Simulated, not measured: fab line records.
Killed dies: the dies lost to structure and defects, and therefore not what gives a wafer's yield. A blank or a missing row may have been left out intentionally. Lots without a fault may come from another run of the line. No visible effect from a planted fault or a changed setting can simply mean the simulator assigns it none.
Chamber matching ; flow berkeley_cmos170 ; 4 sister chambers for UCB170_ACTIVE_ETCH_15 on rie_diel-01
The step etches Si3N4 in CH3F/Ar/O2, stops on SiO2, target depth 242 nm, time 151 s. 14 wafers are shown with their chamber, then 7 later ones without.

## WAFERS PAIRED WITH THEIR CHAMBERS
wafer;chamber;drypump_motor_current_A (A);throttle_valve_pct (%);oes_product_au (a.u.)
L650.1;0;6.0;8.04;0.953
L650.3;2;6.1;7.95;0.955
L650.6;0;6.0;8.02;0.959
L651.2;2;6.1;7.94;0.940
L651.4;1;6.0;8.12;0.931
L651.6;2;6.2;7.95;0.948
L653.2;2;6.1;7.93;0.928
L653.3;0;6.0;8.03;0.941
L653.5;0;6.0;8.03;0.953
L656.2;0;6.0;8.03;0.951
L656.3;2;6.1;7.94;0.937
L656.4;3;5.2;8.04;0.934
L657.1;0;6.0;8.04;0.947
L657.3;2;6.1;7.94;0.940

SIGNATURES, as means of the wafers listed above
reading;chamber 0;chamber 1;chamber 2;chamber 3;scatter within a chamber
drypump_motor_current_A;6.000;6.000;6.117;5.200;0.0289
throttle_valve_pct;8.0317;8.1200;7.9417;8.0400;0.00753
oes_product_au;0.95067;0.93100;0.94133;0.93400;0.00787
Rule: a wafer lies at a distance from a chamber equal to the root of the sum of squares, over the readings, of (its reading less the chamber's mean, divided by the reading's scatter). The wafer belongs to the nearest chamber; if the next one is less than 2 further off, it can't be placed. How the scatter is found: for the shown wafers, subtract from each reading the mean of its chamber, square and add these, divide the total by (wafers less chambers), then take the root.

## WAFERS WHOSE CHAMBER IS MISSING
wafer;drypump_motor_current_A (A);throttle_valve_pct (%);oes_product_au (a.u.)
L657.6;6.0;8.14;0.940
L658.1;6.2;7.94;0.938
L658.2;6.0;8.02;0.960
L658.3;5.1;8.03;0.945
L659.2;5.1;8.01;0.934
L659.4;6.0;8.03;0.943
L659.5;6.0;8.02;0.956

## CHAMBER TAKEN BY EACH
wafer;from the rows above;in truth
L657.6;1;1
L658.1;2;2
L658.2;0;0
L658.3;3;3
L659.2;3;3
L659.4;0;0
L659.5;0;0
Correctly placed: 7 of 7. From these rows, 0 cannot be placed. 0 placed wrongly.
